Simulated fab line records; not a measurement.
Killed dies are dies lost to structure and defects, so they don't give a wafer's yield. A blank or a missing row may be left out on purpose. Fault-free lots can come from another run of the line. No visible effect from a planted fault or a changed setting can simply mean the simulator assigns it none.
Comparing a struck lot with a sound one    flow rit cmos    23 steps out of a route of 202
Sound: these wafers, L495.2, L495.5, L495.6. The struck wafers were L496.2, L496.3, L496.4. The cause is named last.
Per side, at each step with rows, come the tool, then ch with its chambers, and then its first start. Under that, the readings that differ: sound wafers    struck wafers    difference of the means    sigmas: that difference in standard deviations of wafers without a fault.
alike: words and numbers the same on both sides, and readings whose means are apart by under 2 such deviations; not compared: readings that were withheld, readings missing a value for some wafer, numbers with overlapping values and no deviation given by the record, and bounds like >300 which may hide the same value.
A row with sigmas, a row that says differs or no value, or rows on one side alone: a step with any of these is where the two part. When numbers do not overlap yet have no deviation, they are printed without sigmas and do not part them. A reading missing from all wafers of one side parts the sides only when that side holds two or more wafers.

first, 5 steps without rows for these wafers: RIT_GATE_WET_ETCH_00 (etches SiO2 in BOE, target depth 56 nm, time 60 s); RIT_GATE_CLEAN_01 (cleans in SC1, time 600 s); RIT_GATE_CLEAN_02 (cleans in dHF, time 30 s); RIT_GATE_CLEAN_03 (cleans in SC2, time 600 s); RIT_GATE_CLEAN_04 (cleans in dHF, time 60 s).
RIT_FOX2_THK_MEAS_91:
  sound on film metro-03 at day 2 23:35; struck on film metro-03 at day 3 04:04
  alike: FIELD_OXIDE_LEFT_2_THK
then, 2 steps without rows for these wafers: RIT_GATE_OXIDATION_05 (target thk 3 nm, ox time 270 s); RIT_GATE_ANNEAL_06 (time 600 s).
RIT_GATE_THK_MEAS_07:
  sound on film metro-03 at day 3 00:59; struck on film metro-03 at day 3 05:27
  alike: GATE_OXIDE_THK
then, 1 step without rows for these wafers: RIT_GATE_CVD_08 (deposits poly-Si from SiH4, target thk 250 nm, time 2220 s).
RIT_GATE_THK_MEAS_09:
  sound on film metro-01 at day 3 02:40; struck on film metro-03 at day 3 07:08
  alike: GATE_POLY_THK
then, 1 step without rows for these wafers: RIT_GATE_HMDS_10 (prime time 60 s).
RIT_GATE_COAT_11: resist thk 850 nm.
  sound on litho track-03 ch 0, day 3 02:53; struck on litho track-03 ch 0, day 3 07:22
reading                                    sound            struck           difference  sigmas
spin speed rpm (rpm)                       4245 4251 4253   4069 4067 4067   -182        -61
model.NOVOLAK_of_GATE_COAT_11.thk nm (nm)  846.3 847.4 849  867.1 867 866.1  +19.2       
then, 4 steps without rows for these wafers: RIT_GATE_SOFTBAKE_12 (time 60 s); RIT_GATE_EXPOSE_13 (exposes mask M6, target cd 150 nm); RIT_GATE_PEB_14; RIT_GATE_DEVELOP_15 (develop time 50 s).
RIT_GATE_CD_MEAS_16: the cd target is 150 nm.
  sound on cd sem-01 at day 3 03:42; struck on cd sem-01 at day 3 08:13
reading     sound              struck             difference  sigmas
cd nm (nm)  144.3 148.0 148.5  152.4 153.5 154.0  +6.4        +3
RIT_GATE_OVL_MEAS_17:
  sound on overlay-01 at day 3 03:49; struck on overlay-01 at day 3 08:19
  alike: GATE_OVL
then, 1 step without rows for these wafers: RIT_GATE_HARDBAKE_18 (time 60 s).
RIT_GATE_ETCH_19: etches poly-Si in SF6/CHF3/O2, stops on SiO2, time 165 s, target depth 312.5 nm.
  sound on rie si-01 ch 1,2, day 3 04:00; struck on rie si-02 ch 0,1,2, day 3 08:30
reading                                    sound              struck             difference  sigmas
model.NOVOLAK_of_GATE_COAT_11.thk nm (nm)  669 669 669        684.5 683.7 682.8  +14.7       
model.GATE.cd nm (nm)                      144.2 148.1 148.3  152.2 153.1 154.1  +6.3        
  alike: drypump motor current A, oes product au, throttle valve pct
  not compared: rf hours counter h
RIT_GATE_STRIP_20: strips in O2, time 180 s.
  sound on plasma asher-01 ch 0,1, day 3 04:07; struck on plasma asher-02 ch 0,1, day 3 08:37
  alike: drypump motor current A
  not compared: rf hours counter h
RIT_M1_PROBE_99:
  sound on prober-02 at day 4 01:43; struck on prober-01 at day 4 04:32
reading                               sound              struck             difference  sigmas
model.etest.npoly line.line ohm um    173.1 169.6 167.5  161.1 160.2 159.8  -9.7        
model.etest.ppoly line.line ohm um    165.5 160.3 157.6  154 152.3 153.9    -8          
model.etest.npoly line.width nm (nm)  96.55 100.3 101    104 104.1 106.1    +5          
model.etest.ppoly line.width nm (nm)  97.93 101 102.2    105.1 105.1 106.4  +5.2        
  alike: killed at contacts, killed at front end, killed dies, killed open, killed short

WHERE THEY PART
At RIT_GATE_COAT_11 first; at RIT_GATE_CD_MEAS_16 last (within this record only). Later steps at which nothing parts them and some readings are alike: RIT_GATE_OVL_MEAS_17, RIT_GATE_ETCH_19, RIT_GATE_STRIP_20, RIT_M1_PROBE_99.

WHY: what had been put in by the simulator
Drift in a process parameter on litho track-03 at RIT_GATE_COAT_11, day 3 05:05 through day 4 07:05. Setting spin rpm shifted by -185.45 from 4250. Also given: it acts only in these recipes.
